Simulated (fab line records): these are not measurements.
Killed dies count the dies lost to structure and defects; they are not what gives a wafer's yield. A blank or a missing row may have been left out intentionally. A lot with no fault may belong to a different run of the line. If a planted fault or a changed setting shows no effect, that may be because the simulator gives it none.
Which tool was responsible? | flow berkeleyCmos170 | 14 lots with 42 wafers sampled at 3 steps, on a route of 331 steps

== WHAT THE GAUGES READ, wafer by wafer ==
UCB170_PFIELD_OVL_MEAS_06.
lot  | measured    | on         | PFIELD_OVL (nm)
L214 | day 5 05:24 | overlay-01 | 4 0 -4
L215 | day 5 06:17 | overlay-02 | -1 11 -1
L217 | day 5 10:28 | overlay-01 | -6 -7 -3
L216 | day 5 10:32 | overlay-02 | -8 4 -8
L223 | day 6 11:11 | overlay-02 | 4 3 9
L220 | day 6 11:34 | overlay-01 | -2 2 -4
L219 | day 6 12:01 | overlay-01 | 1 5 -4
L225 | day 7 02:08 | overlay-02 | 8 2 0
L228 | day 7 11:43 | overlay-02 | -5 2 -3
L224 | day 7 11:59 | overlay-01 | 1 5 5
L226 | day 7 16:21 | overlay-02 | -8 0 -3
L230 | day 8 08:36 | overlay-02 | 1 1 6
L232 | day 9 00:57 | overlay-02 | 1 3 9
L231 | day 9 06:44 | overlay-02 | 11 17 8

UCB170_PVT_TW_MEAS_09.
lot  | measured     | on           | PVT_TW
L214 | day 6 14:34  | filmMetro-01 | 514 515 515
L215 | day 6 14:51  | filmMetro-04 | 504 505 505
L217 | day 7 01:01  | filmMetro-04 | 511 508 506
L216 | day 7 01:14  | filmMetro-04 | 509 508 505
L223 | day 8 03:31  | filmMetro-02 | 505 507 504
L220 | day 8 03:47  | filmMetro-02 | 502 506 503
L219 | day 8 02:47  | filmMetro-01 | 513 513 516
L225 | day 9 01:29  | filmMetro-01 | 516 515 517
L228 | day 9 07:16  | filmMetro-04 | 508 509 510
L224 | day 9 07:44  | filmMetro-01 | 519 516 517
L226 | day 9 12:29  | filmMetro-04 | 508 508 506
L230 | day 10 04:58 | filmMetro-01 | 516 513 519
L232 | day 10 15:08 | filmMetro-02 | 506 507 505
L231 | day 10 15:25 | filmMetro-02 | 507 507 505

UCB170_PSD_OVL_MEAS_07.
lot  | measured     | on         | PSD_OVL (nm)
L214 | day 7 17:08  | overlay-01 | -10 -7 -9
L215 | day 7 16:54  | overlay-02 | -13 -5 -9
L217 | day 8 02:20  | overlay-02 | -1 -4 0
L216 | day 8 01:53  | overlay-02 | -11 -10 -13
L223 | day 9 11:43  | overlay-01 | 0 -10 -8
L220 | day 9 12:25  | overlay-02 | -6 -2 -10
L219 | day 9 11:43  | overlay-02 | -7 -5 -5
L225 | day 10 02:40 | overlay-01 | -4 -9 -2
L228 | day 10 09:44 | overlay-01 | 0 -5 -4
L224 | day 10 09:46 | overlay-02 | -12 -4 -5
L226 | day 10 18:12 | overlay-01 | -14 -8 -7
L230 | day 11 09:51 | overlay-01 | -8 -7 -3
L232 | day 11 22:32 | overlay-01 | -4 -1 -2
L231 | day 11 22:49 | overlay-01 | -8 -1 -9

== TOOL THAT RAN EACH LOT (tool first, then ch and the chambers of the sampled wafers, then the start) ==
Record: no process step prior to these readings.

== WHAT THE TOOLS THEMSELVES READ (means of the sampled wafers that have a number; where no wafer has one, the mark that the record gives instead) ==
The record holds no such reading with a usual standard deviation.

== THE ANSWER, worked out from the rows above alone ==
Rule: what is usual is taken from the lots themselves. The widest of any qualifying gaps counts: lots, ordered by their means at a reading, are off when they make up no more than a third of the lots, leave a main group of 4 or more, and stand apart from it by 3 or more times the standard deviation of that group's means. A main group is skipped when, at the precision printed for the reading in the tables above, its means are all equal. A lot without any number at a reading at which 4 lots or more have one is off too. Where the step has rows for the other lots, those lots are counted as sound. First the gauges in route order, then the tools' own readings, where a lot's mean is used as printed above. At the first step where some lot is off, the reading lying furthest off is the one used; lots without a number count as furthest.
None of the lots is off at any reading shown; this tells nothing.

== WHAT THE SIMULATOR HAD PUT IN ==
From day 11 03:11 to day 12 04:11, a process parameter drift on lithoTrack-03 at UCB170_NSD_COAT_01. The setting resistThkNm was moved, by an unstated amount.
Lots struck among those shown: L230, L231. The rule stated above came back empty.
